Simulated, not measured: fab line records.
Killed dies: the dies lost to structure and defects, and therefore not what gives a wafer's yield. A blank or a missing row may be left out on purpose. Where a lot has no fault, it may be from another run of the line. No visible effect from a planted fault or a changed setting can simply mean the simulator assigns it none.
fab line records + flow berkeley_cmos170
record:
- lots: 5
- wafers: 23
route steps=331 shown CONTACT@228 M1@244 V2@292
start_h: hours from the record's opening day to when the first of the lot's shown wafers began + wait_h: hours since the lot's step before + " same as the row above + L1.1+2: a single row standing in for several wafers + - no value present, or no start provided + * or withheld: withheld + < > ~ a bound
route shown NAME@n: NAME is a module with steps in the file, n the number in the route of the first one + usual: mean/standard deviation taken from wafers without a fault + same: alike in all rows + chamber/n: place in a boat + sites: each site's reading + _std_site: standard deviation of those values + _edge_site: inner sites' mean taken away from outer sites' mean + radius_mm: how far each site lies from the wafer's centre + mask NAME#n: copy n + behind: the tool/chamber that last shaped the wafer + hold: why the lot was held/for how many hours/how that ended + device: which transistor (n, p or np) failed to switch + end of line: tests run on the same wafers once the route is complete + where a step has no rows: the recipe by itself + killed: the dies lost at the first sort to structure and to defects; this is not the yield of the wafer + map: a wafer's dies, marking killed ones x, the rest . and places with no die _
set.NAME: the setting that was run; set.NAME@STEP: the one run at that earlier step + model.NAME: the simulator's own value behind a step, which no gauge read
lots where settings were altered on purpose, with a table for each step and a row for each wafer
== steps ==
step: UCB170_CONTACT_EXPOSE_12
recipe:
- mask_id: CONT
- target_cd_nm: 700
- na: 0.5
- sigma_outer: 0.6
- source_shape: conventional
- dose_mj: 35
| lot.wafer      | tool           | chamber | start_h | wait_h | mask   | set.dose_mj |
|----------------|----------------|---------|---------|--------|--------|-------------|
| L074.1+4       | krf_scanner-02 | 0       | 126.71  | -      | CONT#0 | 36.59       |
| L074.2+3+6     | "              | 0       | "       | "      | CONT#0 | 35          |
| L075.1+4+6     | krf_scanner-01 | 0       | 140.72  | -      | CONT#0 | 33.82       |
| L075.3+5       | "              | 0       | "       | "      | CONT#0 | 35          |
| L077.1+2+3+4+6 | krf_scanner-01 | 0       | 151.40  | -      | CONT#0 | 35          |
| L079.2+5+6     | krf_scanner-01 | 0       | 160.43  | -      | CONT#0 | 33.51       |
| L079.3+4       | "              | 0       | "       | "      | CONT#0 | 35          |
| L081.3+4+6     | krf_scanner-01 | 0       | 177.46  | -      | CONT#0 | 35          |
step: UCB170_CONTACT_PEB_13
recipe:
- peb_temp_c: 130
- peb_time_s: withheld
- resist: KrF
step: UCB170_CONTACT_DEVELOP_14
recipe:
- developer: TMAH
- develop_time_s: 45
- resist: KrF
- dev_temp_c: 21
step: UCB170_CONTACT_CD_MEAS_15
recipe:
- target_cd_nm: 700
usual:
- cd_nm: 700.5/1.2
| lot.wafer | tool      | chamber | start_h | wait_h | set.dose_mj@CONTACT_EXPOSE_12 | cd_nm |
|-----------|-----------|---------|---------|--------|-------------------------------|-------|
| L074.1    | cd_sem-02 | -       | 127.10  | -      | 36.59                         | 707.5 |
| L074.2    | "         | -       | "       | "      | 35                            | 699.0 |
| L074.3    | "         | -       | "       | "      | 35                            | 699.7 |
| L074.4    | "         | -       | "       | "      | 36.59                         | 707.2 |
| L074.6    | "         | -       | "       | "      | 35                            | 699.9 |
| L075.1    | cd_sem-02 | -       | 141.45  | -      | 33.82                         | 693.4 |
| L075.3    | "         | -       | "       | "      | 35                            | 701.5 |
| L075.4    | "         | -       | "       | "      | 33.82                         | 695.1 |
| L075.5    | "         | -       | "       | "      | 35                            | 702.5 |
| L075.6    | "         | -       | "       | "      | 33.82                         | 693.9 |
| L077.1    | cd_sem-01 | -       | 151.79  | -      | 35                            | 702.1 |
| L077.2    | "         | -       | "       | "      | 35                            | 702.6 |
| L077.3    | "         | -       | "       | "      | 35                            | 703.3 |
| L077.4    | "         | -       | "       | "      | 35                            | 703.4 |
| L077.6    | "         | -       | "       | "      | 35                            | 702.5 |
| L079.2    | cd_sem-02 | -       | 160.83  | -      | 33.51                         | 694.3 |
| L079.3    | "         | -       | "       | "      | 35                            | 701.9 |
| L079.4    | "         | -       | "       | "      | 35                            | 701.0 |
| L079.5    | "         | -       | "       | "      | 33.51                         | 695.4 |
| L079.6    | "         | -       | "       | "      | 33.51                         | 694.1 |
| L081.3    | cd_sem-01 | -       | 178.06  | -      | 35                            | 702.1 |
| L081.4    | "         | -       | "       | "      | 35                            | 700.4 |
| L081.6    | "         | -       | "       | "      | 35                            | 701.3 |
step: UCB170_CONTACT_ETCH_17
recipe:
- chemistry: N2/H2
- target_depth_a: withheld
- overetch_a: withheld
- target: BARC
- time_s: withheld
- source_w: 500
- bias_w: 100
- pressure_mtorr: 30
- n2_flow_sccm: 100
- h2_flow_sccm: 200
| lot.wafer | tool        | chamber | start_h | wait_h | set.dose_mj@CONTACT_EXPOSE_12 | model.CONTACT.cd_nm |
|-----------|-------------|---------|---------|--------|-------------------------------|---------------------|
| L074.1    | rie_diel-01 | 1       | 127.25  | 0.0    | 36.59                         | 707.5               |
| L074.2    | "           | 3       | "       | "      | 35                            | 699.1               |
| L074.3+6  | "           | 2,1     | "       | "      | 35                            | 699.8               |
| L074.4    | "           | 0       | "       | "      | 36.59                         | 707.1               |
| L075.1    | rie_diel-03 | 1       | 141.61  | 0.0    | 33.82                         | 694.1               |
| L075.3    | "           | 2       | "       | "      | 35                            | 701.8               |
| L075.4    | "           | 2       | "       | "      | 33.82                         | 696.2               |
| L075.5    | "           | 1       | "       | "      | 35                            | 703.6               |
| L075.6    | "           | 0       | "       | "      | 33.82                         | 693.2               |
| L077.1    | rie_diel-03 | 0       | 151.95  | 0.0    | 35                            | 702                 |
| L077.2+6  | "           | 2,0     | "       | "      | 35                            | 702.6               |
| L077.3    | "           | 1       | "       | "      | 35                            | 704.6               |
| L077.4    | "           | 3       | "       | "      | 35                            | 704.4               |
| L079.2    | rie_diel-03 | 2       | 160.96  | 0.0    | 33.51                         | 695.3               |
| L079.3    | "           | 1       | "       | "      | 35                            | 703.2               |
| L079.4    | "           | 3       | "       | "      | 35                            | 701.8               |
| L079.5    | "           | 3       | "       | "      | 33.51                         | 696                 |
| L079.6    | "           | 0       | "       | "      | 33.51                         | 694.5               |
| L081.3    | rie_diel-02 | 0       | 178.18  | 0.0    | 35                            | 702.5               |
| L081.4    | "           | 1       | "       | "      | 35                            | 700.7               |
| L081.6    | "           | 1       | "       | "      | 35                            | 701.4               |
step: UCB170_CONTACT_ETCH_18
recipe:
- chemistry: CHF3/CF4/Ar
- target: PSG
- stop_on: TiSi2
- CHF3_flow_sccm: 45
- cf4_flow_sccm: 15
- Ar_flow_sccm: 150
- pressure_mtorr: 200
- rf_w: 700
- target_depth_a: 8400
- over_etch_frac: 0.2
- time_s: 195
step: UCB170_CONTACT_STRIP_19
recipe:
- chemistry: O2
- power_w: 400
- pressure_mtorr: 3500
- platen_temp_c: withheld
- o2_flow_sccm: 400
- overash_fraction: 0.5
step: UCB170_CONTACT_CD_MEAS_90
recipe:
- target_cd_nm: 700
usual:
- cd_nm: 700.9/1.6
| lot.wafer | tool      | chamber | start_h | wait_h | set.dose_mj@CONTACT_EXPOSE_12 | cd_nm |
|-----------|-----------|---------|---------|--------|-------------------------------|-------|
| L074.1    | cd_sem-01 | -       | 127.52  | 0.1    | 36.59                         | 708.7 |
| L074.2    | "         | -       | "       | "      | 35                            | 698.9 |
| L074.3    | "         | -       | "       | "      | 35                            | 700.7 |
| L074.4    | "         | -       | "       | "      | 36.59                         | 706.1 |
| L074.6    | "         | -       | "       | "      | 35                            | 700.4 |
| L075.1    | cd_sem-02 | -       | 141.87  | 0.1    | 33.82                         | 694.2 |
| L075.3    | "         | -       | "       | "      | 35                            | 701.7 |
| L075.4    | "         | -       | "       | "      | 33.82                         | 695.4 |
| L075.5    | "         | -       | "       | "      | 35                            | 704.1 |
| L075.6    | "         | -       | "       | "      | 33.82                         | 693.9 |
| L077.1    | cd_sem-02 | -       | 152.21  | 0.1    | 35                            | 701.8 |
| L077.2    | "         | -       | "       | "      | 35                            | 701.8 |
| L077.3    | "         | -       | "       | "      | 35                            | 704.7 |
| L077.4    | "         | -       | "       | "      | 35                            | 703.4 |
| L077.6    | "         | -       | "       | "      | 35                            | 702.9 |
| L079.2    | cd_sem-01 | -       | 161.25  | 0.1    | 33.51                         | 695.2 |
| L079.3    | "         | -       | "       | "      | 35                            | 703.1 |
| L079.4    | "         | -       | "       | "      | 35                            | 702.2 |
| L079.5    | "         | -       | "       | "      | 33.51                         | 696.3 |
| L079.6    | "         | -       | "       | "      | 33.51                         | 695.3 |
| L081.3    | cd_sem-01 | -       | 178.48  | 0.1    | 35                            | 702.2 |
| L081.4    | "         | -       | "       | "      | 35                            | 701.4 |
| L081.6    | "         | -       | "       | "      | 35                            | 702.2 |
step: UCB170_M1_EXPOSE_06
recipe:
- mask_id: METAL1
- target_cd_nm: 700
- na: 0.5
- sigma_outer: 0.6
- source_shape: conventional
- dose_mj: 21
| lot.wafer  | tool           | chamber | start_h | wait_h | mask     | set.dose_mj |
|------------|----------------|---------|---------|--------|----------|-------------|
| L074.1+2+6 | krf_scanner-02 | 0       | 128.82  | -      | METAL1#0 | 21          |
| L074.3+4   | "              | 0       | "       | "      | METAL1#0 | 21.79       |
| L075.1+4+5 | krf_scanner-01 | 0       | 143.06  | -      | METAL1#0 | 21          |
| L075.3+6   | "              | 0       | "       | "      | METAL1#0 | 20.32       |
| L077.1+4   | krf_scanner-02 | 0       | 155.51  | -      | METAL1#0 | 21.69       |
| L077.2+3+6 | "              | 0       | "       | "      | METAL1#0 | 21          |
| L079.2+3   | krf_scanner-02 | 0       | 162.23  | -      | METAL1#0 | 21          |
| L079.4+5+6 | "              | 0       | "       | "      | METAL1#0 | 20.4        |
| L081.3+4+6 | krf_scanner-01 | 0       | 180.11  | -      | METAL1#0 | 21          |
step: UCB170_M1_PEB_07
recipe:
- peb_temp_c: 128.8
- peb_time_s: withheld
- resist: KrF
step: UCB170_M1_DEVELOP_08
recipe:
- developer: TMAH
- develop_time_s: 45
- resist: KrF
- dev_temp_c: 21
step: UCB170_M1_CD_MEAS_09
recipe:
- target_cd_nm: 700
usual:
- cd_nm: 700.6/1.8
| lot.wafer | tool      | chamber | start_h | wait_h | set.dose_mj@M1_EXPOSE_06 | cd_nm |
|-----------|-----------|---------|---------|--------|--------------------------|-------|
| L074.1    | cd_sem-01 | -       | 129.21  | -      | 21                       | 703.1 |
| L074.2    | "         | -       | "       | "      | 21                       | 701.9 |
| L074.3    | "         | -       | "       | "      | 21.79                    | 695.1 |
| L074.4    | "         | -       | "       | "      | 21.79                    | 695.5 |
| L074.6    | "         | -       | "       | "      | 21                       | 701.4 |
| L075.1    | cd_sem-02 | -       | 143.62  | -      | 21                       | 700.5 |
| L075.3    | "         | -       | "       | "      | 20.32                    | 704.6 |
| L075.4    | "         | -       | "       | "      | 21                       | 700.7 |
| L075.5    | "         | -       | "       | "      | 21                       | 699.0 |
| L075.6    | "         | -       | "       | "      | 20.32                    | 705.1 |
| L077.1    | cd_sem-02 | -       | 156.16  | -      | 21.69                    | 697.2 |
| L077.2    | "         | -       | "       | "      | 21                       | 701.7 |
| L077.3    | "         | -       | "       | "      | 21                       | 702.7 |
| L077.4    | "         | -       | "       | "      | 21.69                    | 696.8 |
| L077.6    | "         | -       | "       | "      | 21                       | 702.9 |
| L079.2    | cd_sem-02 | -       | 162.63  | -      | 21                       | 699.5 |
| L079.3    | "         | -       | "       | "      | 21                       | 700.7 |
| L079.4    | "         | -       | "       | "      | 20.4                     | 703.7 |
| L079.5    | "         | -       | "       | "      | 20.4                     | 704.1 |
| L079.6    | "         | -       | "       | "      | 20.4                     | 704.8 |
| L081.3    | cd_sem-02 | -       | 180.68  | -      | 21                       | 697.3 |
| L081.4    | "         | -       | "       | "      | 21                       | 698.8 |
| L081.6    | "         | -       | "       | "      | 21                       | 697.8 |
step: UCB170_M1_ETCH_11
recipe:
- chemistry: N2/H2
- target_depth_a: withheld
- overetch_a: withheld
- target: BARC
- time_s: withheld
- source_w: 500
- bias_w: 100
- pressure_mtorr: 30
- n2_flow_sccm: 100
- h2_flow_sccm: 200
| lot.wafer | tool        | chamber | start_h | wait_h | set.dose_mj@M1_EXPOSE_06 | model.M1.cd_nm |
|-----------|-------------|---------|---------|--------|--------------------------|----------------|
| L074.1    | rie_diel-02 | 3       | 129.37  | 0.0    | 21                       | 702.1          |
| L074.2    | "           | 0       | "       | "      | 21                       | 702            |
| L074.3    | "           | 1       | "       | "      | 21.79                    | 694.2          |
| L074.4    | "           | 2       | "       | "      | 21.79                    | 695.2          |
| L074.6    | "           | 2       | "       | "      | 21                       | 701.6          |
| L075.1    | rie_diel-02 | 1       | 143.78  | 0.0    | 21                       | 700.1          |
| L075.3    | "           | 3       | "       | "      | 20.32                    | 703.9          |
| L075.4    | "           | 0       | "       | "      | 21                       | 700.5          |
| L075.5    | "           | 0       | "       | "      | 21                       | 698.5          |
| L075.6    | "           | 3       | "       | "      | 20.32                    | 704.6          |
| L077.1    | rie_diel-03 | 3       | 156.32  | 0.0    | 21.69                    | 696.5          |
| L077.2    | "           | 1       | "       | "      | 21                       | 701.7          |
| L077.3    | "           | 0       | "       | "      | 21                       | 702.9          |
| L077.4    | "           | 2       | "       | "      | 21.69                    | 696.6          |
| L077.6    | "           | 2       | "       | "      | 21                       | 702.7          |
| L079.2    | rie_diel-04 | 1       | 162.76  | 0.0    | 21                       | 699.4          |
| L079.3    | "           | 3       | "       | "      | 21                       | 701            |
| L079.4    | "           | 0       | "       | "      | 20.4                     | 703.9          |
| L079.5+6  | "           | 0,1     | "       | "      | 20.4                     | 704.2          |
| L081.3    | rie_diel-03 | 3       | 180.80  | 0.0    | 21                       | 697.1          |
| L081.4    | "           | 3       | "       | "      | 21                       | 698.2          |
| L081.6    | "           | 1       | "       | "      | 21                       | 697.9          |
step: UCB170_M1_METAL_ETCH_12
recipe:
- chemistry: Cl2/BCl3
- target: Al
- stop_on: PSG
- pressure_mtorr: 12
- target_depth_a: 7800
- over_etch_frac: 0.3
- time_s: 130
- icp_w: 600
- bias_w: 120
- Cl2_flow_sccm: 90
- bcl3_flow_sccm: 45
| lot.wafer | tool         | chamber | start_h | wait_h | set.dose_mj@M1_EXPOSE_06 | model.M1.cd_nm |
|-----------|--------------|---------|---------|--------|--------------------------|----------------|
| L074.1    | rie_metal-04 | 1       | 129.41  | -      | 21                       | 703.6          |
| L074.2    | "            | 0       | "       | "      | 21                       | 701.8          |
| L074.3    | "            | 1       | "       | "      | 21.79                    | 698            |
| L074.4    | "            | 0       | "       | "      | 21.79                    | 695.7          |
| L074.6    | "            | 0       | "       | "      | 21                       | 701            |
| L075.1    | rie_metal-04 | 0       | 143.82  | -      | 21                       | 699.4          |
| L075.3    | "            | 0       | "       | "      | 20.32                    | 702.8          |
| L075.4    | "            | 1       | "       | "      | 21                       | 701.9          |
| L075.5    | "            | 0       | "       | "      | 21                       | 697.2          |
| L075.6    | "            | 1       | "       | "      | 20.32                    | 706            |
| L077.1    | rie_metal-01 | 1       | 156.36  | -      | 21.69                    | 697.7          |
| L077.2    | "            | 0       | "       | "      | 21                       | 702.1          |
| L077.3    | "            | 0       | "       | "      | 21                       | 702.6          |
| L077.4    | "            | 1       | "       | "      | 21.69                    | 698.3          |
| L077.6    | "            | 0       | "       | "      | 21                       | 702.2          |
| L079.2    | rie_metal-04 | 1       | 162.85  | -      | 21                       | 702.2          |
| L079.3    | "            | 1       | "       | "      | 21                       | 702.8          |
| L079.4    | "            | 1       | "       | "      | 20.4                     | 705.6          |
| L079.5    | "            | 1       | "       | "      | 20.4                     | 705.9          |
| L079.6    | "            | 1       | "       | "      | 20.4                     | 705.2          |
| L081.3    | rie_metal-01 | 1       | 180.88  | -      | 21                       | 699.3          |
| L081.4    | "            | 0       | "       | "      | 21                       | 698.4          |
| L081.6    | "            | 1       | "       | "      | 21                       | 699.4          |
step: UCB170_M1_STRIP_13
recipe:
- chemistry: O2
- power_w: 400
- pressure_mtorr: 3500
- platen_temp_c: withheld
- o2_flow_sccm: 400
- overash_fraction: 0.5
step: UCB170_M1_CD_MEAS_90
recipe:
- target_cd_nm: 700
usual:
- cd_nm: 701.1/2.4
| lot.wafer | tool      | chamber | start_h | wait_h | set.dose_mj@M1_EXPOSE_06 | cd_nm |
|-----------|-----------|---------|---------|--------|--------------------------|-------|
| L074.1    | cd_sem-01 | -       | 129.64  | 0.1    | 21                       | 703.5 |
| L074.2    | "         | -       | "       | "      | 21                       | 702.1 |
| L074.3    | "         | -       | "       | "      | 21.79                    | 698.2 |
| L074.4    | "         | -       | "       | "      | 21.79                    | 695.2 |
| L074.6    | "         | -       | "       | "      | 21                       | 700.9 |
| L075.1    | cd_sem-02 | -       | 144.06  | 0.1    | 21                       | 699.3 |
| L075.3    | "         | -       | "       | "      | 20.32                    | 702.9 |
| L075.4    | "         | -       | "       | "      | 21                       | 702.0 |
| L075.5    | "         | -       | "       | "      | 21                       | 697.3 |
| L075.6    | "         | -       | "       | "      | 20.32                    | 705.9 |
| L077.1    | cd_sem-01 | -       | 156.60  | 0.1    | 21.69                    | 697.8 |
| L077.2    | "         | -       | "       | "      | 21                       | 702.1 |
| L077.3    | "         | -       | "       | "      | 21                       | 702.7 |
| L077.4    | "         | -       | "       | "      | 21.69                    | 698.5 |
| L077.6    | "         | -       | "       | "      | 21                       | 702.2 |
| L079.2    | cd_sem-02 | -       | 163.19  | 0.1    | 21                       | 702.1 |
| L079.3    | "         | -       | "       | "      | 21                       | 702.4 |
| L079.4    | "         | -       | "       | "      | 20.4                     | 706.0 |
| L079.5    | "         | -       | "       | "      | 20.4                     | 705.6 |
| L079.6    | "         | -       | "       | "      | 20.4                     | 705.3 |
| L081.3    | cd_sem-02 | -       | 181.11  | 0.1    | 21                       | 698.9 |
| L081.4    | "         | -       | "       | "      | 21                       | 698.3 |
| L081.6    | "         | -       | "       | "      | 21                       | 699.4 |
step: UCB170_V2_CVD_00
recipe:
- material: SiO2
- target_thk_nm: 2000
- temp_c: 390
- precursor: TEOS/O2
- time_s: 250
- rf_w: 550
- pressure_mtorr: 9000
| lot.wafer | tool     | chamber | start_h | wait_h | set.time_s | model.SiO2_of_V2_CVD_00.thk_nm |
|-----------|----------|---------|---------|--------|------------|--------------------------------|
| L074.1    | pecvd-03 | 1       | 138.99  | 0.1    | 250        | 1968                           |
| L074.2    | "        | 2       | "       | "      | 250        | 1973                           |
| L074.3    | "        | 0       | "       | "      | 250        | 1976                           |
| L074.4    | "        | 0       | "       | "      | 250        | 2005                           |
| L074.6    | "        | 1       | "       | "      | 250        | 1998                           |
| L075.1    | pecvd-03 | 0       | 151.29  | 0.1    | 223.1      | 1772                           |
| L075.3    | "        | 1       | "       | "      | 250        | 2017                           |
| L075.4    | "        | 0       | "       | "      | 250        | 2022                           |
| L075.5    | "        | 2       | "       | "      | 250        | 2028                           |
| L075.6    | "        | 1       | "       | "      | 223.1      | 1800                           |
| L077.1    | pecvd-01 | 1       | 166.65  | 0.1    | 250        | 1987                           |
| L077.2+6  | "        | 0,1     | "       | "      | 250        | 2016                           |
| L077.3    | "        | 2       | "       | "      | 250        | 1988                           |
| L077.4    | "        | 2       | "       | "      | 250        | 2050                           |
| L079.2    | pecvd-04 | 1       | 171.81  | 0.1    | 250        | 1972                           |
| L079.3    | "        | 2       | "       | "      | 265        | 2089                           |
| L079.4+5  | "        | 2,1     | "       | "      | 265        | 2119                           |
| L079.6    | "        | 0       | "       | "      | 250        | 1974                           |
| L081.3    | pecvd-03 | 2       | 193.86  | 0.1    | 250        | 2036                           |
| L081.4    | "        | 0       | "       | "      | 250        | 2019                           |
| L081.6    | "        | 0       | "       | "      | 250        | 2041                           |
step: UCB170_V2_THK_MEAS_01
recipe:
- reads: SiO2_of_V2_CVD_00
usual:
- V2_TEOS_THK: 2002/24
| lot.wafer | tool          | chamber | start_h | wait_h | set.time_s@V2_CVD_00 | V2_TEOS_THK[nm] |
|-----------|---------------|---------|---------|--------|----------------------|-----------------|
| L074.1    | film_metro-04 | -       | 139.15  | 0.1    | 250                  | 1968            |
| L074.2    | "             | -       | "       | "      | 250                  | 1973            |
| L074.3    | "             | -       | "       | "      | 250                  | 1977            |
| L074.4    | "             | -       | "       | "      | 250                  | 2004            |
| L074.6    | "             | -       | "       | "      | 250                  | 1998            |
| L075.1    | film_metro-04 | -       | 151.45  | 0.1    | 223.1                | 1771            |
| L075.3    | "             | -       | "       | "      | 250                  | 2016            |
| L075.4    | "             | -       | "       | "      | 250                  | 2020            |
| L075.5    | "             | -       | "       | "      | 250                  | 2027            |
| L075.6    | "             | -       | "       | "      | 223.1                | 1800            |
| L077.1    | film_metro-04 | -       | 166.81  | 0.1    | 250                  | 1985            |
| L077.2    | "             | -       | "       | "      | 250                  | 2014            |
| L077.3    | "             | -       | "       | "      | 250                  | 1986            |
| L077.4    | "             | -       | "       | "      | 250                  | 2049            |
| L077.6    | "             | -       | "       | "      | 250                  | 2017            |
| L079.2    | film_metro-04 | -       | 171.98  | 0.1    | 250                  | 1973            |
| L079.3    | "             | -       | "       | "      | 265                  | 2089            |
| L079.4    | "             | -       | "       | "      | 265                  | 2120            |
| L079.5    | "             | -       | "       | "      | 265                  | 2120            |
| L079.6    | "             | -       | "       | "      | 250                  | 1973            |
| L081.3    | film_metro-03 | -       | 194.04  | 0.1    | 250                  | 2036            |
| L081.4    | "             | -       | "       | "      | 250                  | 2018            |
| L081.6    | "             | -       | "       | "      | 250                  | 2041            |
== key ==
split:
- step: UCB170_CONTACT_EXPOSE_12
- setting: dose_mj
- stated: 35
- by: wafer
response:
- step: UCB170_CONTACT_CD_MEAS_15
- reading: cd_nm
- change: +1.82
- per: 1%
- r: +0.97
response:
- step: UCB170_CONTACT_ETCH_17
- reading: model.CONTACT.cd_nm
- change: +1.87
- per: 1%
- r: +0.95
response:
- step: UCB170_CONTACT_CD_MEAS_90
- reading: cd_nm
- change: +1.83
- per: 1%
- r: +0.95
split:
- step: UCB170_M1_EXPOSE_06
- setting: dose_mj
- stated: 21
- by: wafer
response:
- step: UCB170_M1_CD_MEAS_09
- reading: cd_nm
- change: -1.62
- per: 1%
- r: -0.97
response:
- step: UCB170_M1_ETCH_11
- reading: model.M1.cd_nm
- change: -1.65
- per: 1%
- r: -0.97
response:
- step: UCB170_M1_METAL_ETCH_12
- reading: model.M1.cd_nm
- change: -1.35
- per: 1%
- r: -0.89
response:
- step: UCB170_M1_CD_MEAS_90
- reading: cd_nm
- change: -1.38
- per: 1%
- r: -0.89
split:
- step: UCB170_V2_CVD_00
- setting: time_s
- stated: 250
- by: wafer
response:
- step: UCB170_V2_CVD_00
- reading: model.SiO2_of_V2_CVD_00.thk_nm
- change: +22.1
- per: 1%
- r: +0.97
response:
- step: UCB170_V2_THK_MEAS_01
- reading: V2_TEOS_THK
- change: +22.1
- per: 1%
- r: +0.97
